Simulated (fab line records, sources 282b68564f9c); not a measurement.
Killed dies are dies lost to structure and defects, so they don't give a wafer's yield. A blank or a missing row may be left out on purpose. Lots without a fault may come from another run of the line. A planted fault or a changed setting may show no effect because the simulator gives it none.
fab line records | flow rit_cmos
record lots=14 wafers=42 last_day=7
route steps=202 shown FOX1@20 SILICIDE@167 CONTACT@177 M1@194
lots that met no fault: from a run of the same line without faults
start_h: hours from the record's first day to the start of the lot's first wafer shown | wait_h: hours since the lot's step before | " the same as in the row above | L1.1+2: a row that stands for several wafers | - no value, or no start given | * or withheld: withheld | < > ~ a bound
route shown NAME@n: a module of which the file shows steps, and the number in the route of the first | usual: mean/standard deviation of fault-free wafers | same: alike in all rows | chamber/n: place in a boat | sites: the reading at each site | _std_site: their standard deviation | _edge_site: outer sites' mean less inner sites' | radius_mm: how far each site lies from the wafer's centre | mask NAME#n: copy n | behind: the tool/chamber that last shaped the wafer | hold: why the lot was held/for how many hours/how that ended | device: the transistor (n, p or np) that didn't switch | end of line: the same wafers' tests at the end of the route | a step without rows: its recipe alone | killed: dies lost to structure and defects at the first sort, not the wafer's yield | map: a wafer's dies, x killed, . not, _ none there
set.NAME: the setting as run; set.NAME@STEP: as run at that earlier step | model.NAME: the simulator's own value behind a step, which no gauge read
steps of the route over a sample of lots; a table a step, a row a wafer
services: from which hour (start_h, from the record's first day; less than 0 if before it) a tool's chamber was out of use, for how many hours, and why
## steps
# step RIT_FOX1_OXIDATION_00
# recipe temp_c=1100 ambient=H2O target_thk_a=3507 p_h2o_torr=720 ox_time_s=1130
# usual ox_time_s=1130/0 spike_tc_centre_C=1101.7/1.1 spike_tc_source_C=1122.1/2.3 tube_center_temp_C_max=1102.8/0.42
# columns lot.wafer tool chamber start_h wait_h ox_time_s spike_tc_centre_C spike_tc_source_C tube_center_temp_C_max
L926.2 furnace-04 0 16.60 0.0 1130 1101.3 1122.9 1103.2
L926.3 " 0 " " 1130 1102.6 1123.4 1102.9
L926.5 " 0 " " 1130 1102.2 1122.4 1102.9
L927.3 furnace-03 0 20.86 0.0 1130 1104.2 1127.7 1102.1
L927.5 " 0 " " 1130 1102.3 1124.8 1102.5
L927.6 " 0 " " 1130 1101.6 1126.5 1102.0
L928.2 furnace-02 0 27.20 1.1 1130 1100.7 1119.6 1103.1
L928.5 " 0 " " 1130 1102.6 1118.7 1102.6
L928.6 " 0 " " 1130 1101.1 1120.1 1102.6
L929.1 furnace-04 0 30.57 0.0 1130 1101.3 1121.8 1102.8
L929.4 " 0 " " 1130 1101.5 1122.2 1102.0
L929.6 " 0 " " 1130 1101.0 1121.0 1103.1
L930.1 furnace-04 0 36.14 0.4 1130 1101.8 1121.1 1102.6
L930.4 " 0 " " 1130 1103.0 1122.6 1102.5
L930.6 " 0 " " 1130 1102.3 1123.7 1103.0
L931.2 furnace-04 0 40.54 0.0 1130 1101.1 1121.4 1102.8
L931.4 " 0 " " 1130 1101.3 1122.1 1103.0
L931.6 " 0 " " 1130 1099.9 1121.1 1102.4
L934.1 furnace-04 0 55.66 0.0 1130 1100.4 1123.8 1103.0
L934.3 " 0 " " 1130 1100.0 1123.1 1103.2
L934.4 " 0 " " 1130 1101.7 1122.9 1102.7
L938.2 furnace-04 0 76.86 1.2 1638.5 1101.8 1120.4 1102.6
L938.3 " 0 " " 1638.5 1102.5 1120.6 1102.8
L938.4 " 0 " " 1638.5 1101.0 1122.0 1102.3
L939.2 furnace-04 0 80.73 0.1 1638.5 1101.8 1122.6 1103.7
L939.3 " 0 " " 1638.5 1100.6 1121.2 1103.0
L939.4 " 0 " " 1638.5 1102.6 1122.2 1102.5
L942.2 furnace-02 0 96.43 0.0 1130 1100.8 1116.6 1103.7
L942.3 " 0 " " 1130 1101.4 1122.0 1102.1
L942.4 " 0 " " 1130 1102.8 1119.5 1102.4
L943.2 furnace-03 0 102.86 2.3 1130 1102.6 1124.0 1103.1
L943.4 " 0 " " 1130 1101.4 1127.1 1103.3
L943.6 " 0 " " 1130 1102.2 1124.4 1103.4
L945.3 furnace-02 0 110.93 0.4 1130 1100.4 1119.4 1102.3
L945.5 " 0 " " 1130 1100.5 1117.8 1103.1
L945.6 " 0 " " 1130 1101.3 1121.0 1102.4
L948.1 furnace-02 0 125.51 0.0 1130 1100.8 1119.2 1103.2
L948.2 " 0 " " 1130 1103.2 1119.0 1103.3
L948.4 " 0 " " 1130 1102.5 1119.6 1102.2
L949.1 furnace-02 0 131.83 1.2 1130 1100.3 1119.3 1103.1
L949.2 " 0 " " 1130 1103.1 1121.0 1101.8
L949.4 " 0 " " 1130 1102.8 1119.2 1103.1
# step RIT_FOX1_THK_MEAS_01
# recipe reads=SiO2_of_FOX1_OXIDATION_00
# usual FOX1_OXIDE_THK=352/7.4
# columns lot.wafer tool chamber start_h wait_h FOX1_OXIDE_THK[nm]
L926.2 film_metro-04 - 17.93 0.0 357
L926.3 " - " " 356
L926.5 " - " " 359
L927.3 film_metro-04 - 22.19 0.0 347
L927.5 " - " " 343
L927.6 " - " " 346
L928.2 film_metro-03 - 28.52 0.0 351
L928.5 " - " " 354
L928.6 " - " " 346
L929.1 film_metro-03 - 31.89 0.0 360
L929.4 " - " " 361
L929.6 " - " " 356
L930.1 film_metro-04 - 37.45 0.0 357
L930.4 " - " " 358
L930.6 " - " " 359
L931.2 film_metro-04 - 41.86 0.0 353
L931.4 " - " " 351
L931.6 " - " " 362
L934.1 film_metro-04 - 56.98 0.0 362
L934.3 " - " " 362
L934.4 " - " " 358
L938.2 film_metro-03 - 78.19 0.0 446
L938.3 " - " " 438
L938.4 " - " " 446
L939.2 film_metro-02 - 82.05 0.0 435
L939.3 " - " " 427
L939.4 " - " " 429
L942.2 film_metro-03 - 97.76 0.0 347
L942.3 " - " " 348
L942.4 " - " " 345
L943.2 film_metro-03 - 104.19 0.0 357
L943.4 " - " " 362
L943.6 " - " " 361
L945.3 film_metro-02 - 112.26 0.0 348
L945.5 " - " " 346
L945.6 " - " " 350
L948.1 film_metro-02 - 126.82 0.0 343
L948.2 " - " " 339
L948.4 " - " " 347
L949.1 film_metro-02 - 133.14 0.0 339
L949.2 " - " " 334
L949.4 " - " " 339
# step RIT_SILICIDE_RTA_06
# recipe temp_c=750 time_s=10 idle_temp_c=25 ramp_up_s=5 ramp_down_s=10 cool_to_c=25 ambient=N2
# usual wafer_temp_C_max=753.4/1.4
# columns lot.wafer tool chamber start_h wait_h wafer_temp_C_max
L926.2 rtp_anneal-01 0 51.17 0.0 752.1
L926.3 " 0 " " 752.4
L926.5 " 0 " " 752.3
L927.3 rtp_anneal-02 0 55.97 0.0 753.3
L927.5 " 0 " " 754.8
L927.6 " 0 " " 756.1
L928.2 rtp_anneal-01 0 61.04 0.0 753.0
L928.5 " 0 " " 752.0
L928.6 " 0 " " 752.9
L929.1 rtp_anneal-02 0 64.39 0.0 754.4
L929.4 " 0 " " 754.8
L929.6 " 0 " " 755.1
L930.1 rtp_anneal-01 0 70.41 0.0 752.7
L930.4 " 0 " " 752.8
L930.6 " 0 " " 752.5
L931.2 rtp_anneal-02 0 75.70 0.0 753.2
L931.4 " 0 " " 754.3
L931.6 " 0 " " 753.4
L934.1 rtp_anneal-01 0 90.86 0.0 752.1
L934.3 " 0 " " 753.0
L934.4 " 0 " " 752.5
L938.2 rtp_anneal-01 0 112.54 0.0 751.3
L938.3 " 0 " " 752.8
L938.4 " 0 " " 751.1
L939.2 rtp_anneal-01 0 121.85 0.0 752.4
L939.3 " 0 " " 752.2
L939.4 " 0 " " 752.0
L942.2 rtp_anneal-01 0 129.96 0.0 752.2
L942.3 " 0 " " 752.4
L942.4 " 0 " " 752.0
L943.2 rtp_anneal-02 0 137.63 0.0 754.7
L943.4 " 0 " " 753.6
L943.6 " 0 " " 755.2
L945.3 rtp_anneal-02 0 144.93 0.0 755.0
L945.5 " 0 " " 754.1
L945.6 " 0 " " 755.1
L948.1 rtp_anneal-01 0 160.80 0.0 753.7
L948.2 " 0 " " 752.2
L948.4 " 0 " " 753.4
L949.1 rtp_anneal-02 0 167.08 0.0 754.8
L949.2 " 0 " " 753.8
L949.4 " 0 " " 754.8
# step RIT_CONTACT_OVL_MEAS_09
# usual CONTACT_OVL=-0.8/1.3
# columns lot.wafer tool chamber start_h wait_h CONTACT_OVL[nm]
L926.2 overlay-01 - 52.55 0.1 -0.6
L926.3 " - " " -2.0
L926.5 " - " " -0.4
L927.3 overlay-01 - 57.22 0.1 -0.1
L927.5 " - " " 0.0
L927.6 " - " " -0.6
L928.2 overlay-01 - 62.43 0.1 -2.4
L928.5 " - " " -1.6
L928.6 " - " " -2.4
L929.1 overlay-01 - 65.78 0.1 -0.7
L929.4 " - " " -0.8
L929.6 " - " " -2.6
L930.1 overlay-01 - 71.77 0.1 -1.0
L930.4 " - " " 0.6
L930.6 " - " " 0.9
L931.2 overlay-02 - 77.08 0.1 -0.7
L931.4 " - " " -1.2
L931.6 " - " " -0.7
L934.1 overlay-01 - 92.25 0.1 -1.4
L934.3 " - " " -1.7
L934.4 " - " " -0.7
L938.2 overlay-02 - 113.80 0.1 -1.0
L938.3 " - " " 1.3
L938.4 " - " " 0.8
L939.2 overlay-01 - 123.14 0.1 -1.5
L939.3 " - " " 0.7
L939.4 " - " " -0.7
L942.2 overlay-01 - 131.22 0.1 1.4
L942.3 " - " " -0.1
L942.4 " - " " -0.9
L943.2 overlay-01 - 139.01 0.1 -1.5
L943.4 " - " " -1.3
L943.6 " - " " -1.2
L945.3 overlay-01 - 146.18 0.1 -2.5
L945.5 " - " " -0.6
L945.6 " - " " -1.8
L948.1 overlay-02 - 162.06 0.1 1.2
L948.2 " - " " 0.1
L948.4 " - " " 1.7
L949.1 overlay-01 - 168.46 0.1 -0.5
L949.2 " - " " 0.0
L949.4 " - " " -1.2
# step RIT_M1_OVL_MEAS_10
# usual M1_OVL=0.5/1.5
# columns lot.wafer tool chamber start_h wait_h M1_OVL[nm]
L926.2 overlay-01 - 55.27 0.1 -1.0
L926.3 " - " " -0.3
L926.5 " - " " 0.8
L927.3 overlay-02 - 59.74 0.1 0.2
L927.5 " - " " 4.2
L927.6 " - " " 2.2
L928.2 overlay-01 - 64.93 0.1 2.1
L928.5 " - " " 1.5
L928.6 " - " " 1.6
L929.1 overlay-02 - 68.42 0.1 -0.2
L929.4 " - " " 1.9
L929.6 " - " " 1.7
L930.1 overlay-01 - 74.43 0.1 2.8
L930.4 " - " " 2.3
L930.6 " - " " 2.3
L931.2 overlay-02 - 79.84 0.1 -0.7
L931.4 " - " " 0.6
L931.6 " - " " -0.1
L934.1 overlay-02 - 94.87 0.1 0.9
L934.3 " - " " 1.9
L934.4 " - " " 2.2
L938.2 overlay-01 - 116.44 0.1 1.5
L938.3 " - " " 0.3
L938.4 " - " " 0.8
L939.2 overlay-02 - 125.72 0.1 1.4
L939.3 " - " " 4.8
L939.4 " - " " 2.8
L942.2 overlay-01 - 133.78 0.1 -0.5
L942.3 " - " " -1.9
L942.4 " - " " 0.8
L943.2 overlay-01 - 141.85 0.1 1.5
L943.4 " - " " -0.8
L943.6 " - " " 1.3
L945.3 overlay-01 - 148.82 0.1 -1.1
L945.5 " - " " -0.2
L945.6 " - " " -0.7
L948.1 overlay-02 - 164.58 0.1 -2.2
L948.2 " - " " -2.1
L948.4 " - " " -1.2
L949.1 overlay-01 - 171.05 0.1 0.2
L949.2 " - " " -0.3
L949.4 " - " " -0.3
# step RIT_M1_PROBE_99
# usual killed_at_contacts=0.1/0.29 killed_at_front_end=6.3/2.8 killed_dies=6.4/2.8 killed_open=3.3/1.7 killed_short=3.1/1.9
# same gross_dies=264 killed_at_M0_to_M3=0 killed_at_M4_up=0 killed_at_back_side=0 killed_at_other=0
# columns lot.wafer tool chamber start_h wait_h killed_at_contacts killed_at_front_end killed_dies killed_open killed_short
L927.3 prober-02 - 63.54 0.2 0 4 4 3 1
L927.5 prober-02 - 63.64 0.2 0 7 7 3 4
L927.6 prober-02 - 63.69 0.2 0 5 5 2 3
L929.1 prober-02 - 70.97 0.1 0 10 10 4 6
L929.4 prober-02 - 71.12 0.2 0 5 5 2 3
L929.6 prober-02 - 71.22 0.2 0 8 8 5 3
L931.2 prober-02 - 83.71 0.1 0 7 7 5 2
L931.4 prober-02 - 83.81 0.2 0 6 6 3 3
L931.6 prober-02 - 83.91 0.2 0 8 8 4 4
L942.2 prober-01 - 136.54 0.1 0 7 7 4 3
L942.3 prober-01 - 136.59 0.2 0 6 6 3 3
L942.4 prober-01 - 136.64 0.2 0 5 5 4 1
L943.2 prober-02 - 146.39 0.1 0 6 6 3 3
L943.4 prober-02 - 146.49 0.2 1 6 7 3 4
L943.6 prober-02 - 146.59 0.2 0 6 6 1 5
L949.1 prober-02 - 173.59 0.1 0 3 3 3 0
L949.2 prober-02 - 173.64 0.1 0 8 8 3 5
L949.4 prober-02 - 173.74 0.2 0 13 13 6 7
# killed by level:class
L927.3 GATE:geometric_particle:open=2 SPACER:geometric_particle:short=1 SPACER:geometric_particle:open=1
L927.5 GATE:geometric_particle:open=2 GATE:geometric_particle:short=2 REOX:geometric_particle:open=1 REOX:geometric_particle:short=1 SILICIDE:geometric_particle:short=1
L927.6 GATE:geometric_particle:short=2 FOX2:geometric_particle:short=1 GATE:geometric_particle:open=1 SPACER:geometric_particle:open=1
L929.1 GATE:geometric_particle:short=4 GATE:geometric_particle:open=4 REOX:geometric_particle:short=1 SPACER:geometric_particle:short=1
L929.4 GATE:geometric_particle:short=2 GATE:geometric_particle:open=1 SPACER:geometric_particle:open=1 SILICIDE:geometric_particle:short=1
L929.6 FOX1:geometric_particle:open=2 SILICIDE:geometric_particle:open=2 FOX1:geometric_particle:short=1 GATE:geometric_particle:open=1 GATE:geometric_particle:short=1 SPACER:geometric_particle:short=1
L931.2 REOX:geometric_particle:open=2 FOX1:geometric_particle:short=1 FOX2:geometric_particle:open=1 GATE:geometric_particle:short=1 GATE:geometric_particle:open=1 SILICIDE:geometric_particle:open=1
L931.4 FOX2:geometric_particle:short=3 GATE:geometric_particle:open=2 FOX2:geometric_particle:open=1
L931.6 GATE:geometric_particle:short=2 SILICIDE:geometric_particle:open=2 FOX2:geometric_particle:short=1 FOX2:geometric_particle:open=1 GATE:geometric_particle:open=1 SILICIDE:geometric_particle:short=1
L942.2 GATE:geometric_particle:short=3 GATE:geometric_particle:open=2 SILICIDE:geometric_particle:open=2
L942.3 GATE:geometric_particle:short=1 GATE:geometric_particle:open=1 REOX:geometric_particle:open=1 REOX:geometric_particle:short=1 SPACER:geometric_particle:open=1 SILICIDE:geometric_particle:short=1
L942.4 REOX:geometric_particle:open=2 GATE:geometric_particle:short=1 GATE:geometric_particle:open=1 SILICIDE:geometric_particle:open=1
L943.2 GATE:geometric_particle:open=3 FOX2:geometric_particle:short=1 GATE:geometric_particle:short=1 SILICIDE:geometric_particle:short=1
L943.4 GATE:geometric_particle:open=2 FOX1:geometric_particle:open=1 FOX2:geometric_particle:short=1 GATE:geometric_particle:short=1 SILICIDE:geometric_particle:short=1 CONTACT:geometric_particle:short=1
L943.6 REOX:geometric_particle:short=2 FOX1:geometric_particle:short=1 FOX2:geometric_particle:short=1 SILICIDE:geometric_particle:open=1 SILICIDE:geometric_particle:short=1
L949.1 GATE:geometric_particle:open=2 REOX:geometric_particle:open=1
L949.2 SPACER:geometric_particle:open=3 SPACER:geometric_particle:short=3 FOX1:geometric_particle:short=1 GATE:geometric_particle:short=1
L949.4 GATE:geometric_particle:short=5 GATE:geometric_particle:open=4 FOX1:geometric_particle:open=1 FOX1:geometric_particle:short=1 REOX:geometric_particle:short=1 SILICIDE:geometric_particle:open=1
## services
# columns tool chamber start_h hours kind
furnace-02 - 4.00 6.9 repair
furnace-02 - 78.14 4.1 pm
furnace-04 - 97.50 3.9 pm
furnace-04 - 132.91 13.1 pm
## key
first_sign step=RIT_FOX1_OXIDATION_00 reading=ox_time_s direction=up sigmas=99+ usual=* struck=*
effect step=RIT_FOX1_THK_MEAS_01 reading=FOX1_OXIDE_THK direction=up sigmas=11 usual=352 struck=437
met_at RIT_FOX1_OXIDATION_00
struck_lots L938,L939
tester_left_out L938,L939
not_acting_at RIT_SILICIDE_RTA_06,RIT_CONTACT_OVL_MEAS_09,RIT_M1_OVL_MEAS_10
onset_between 55.66 76.86
fault kind=process_parameter_drift tool=furnace-04 chamber=- onset_h=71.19 steps=RIT_FOX1_OXIDATION_00 channel=ox_time_s offset=* shape=step end_h=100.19 acts_in=* stated=*
# tester_left_out: of these lots the tester's yield and bins aren't shown, on N5 and GAA mostly nor the transistor test; their killed dies are dies lost to structure and defects alone, not to doping, threshold or leakage, so they don't give the yield
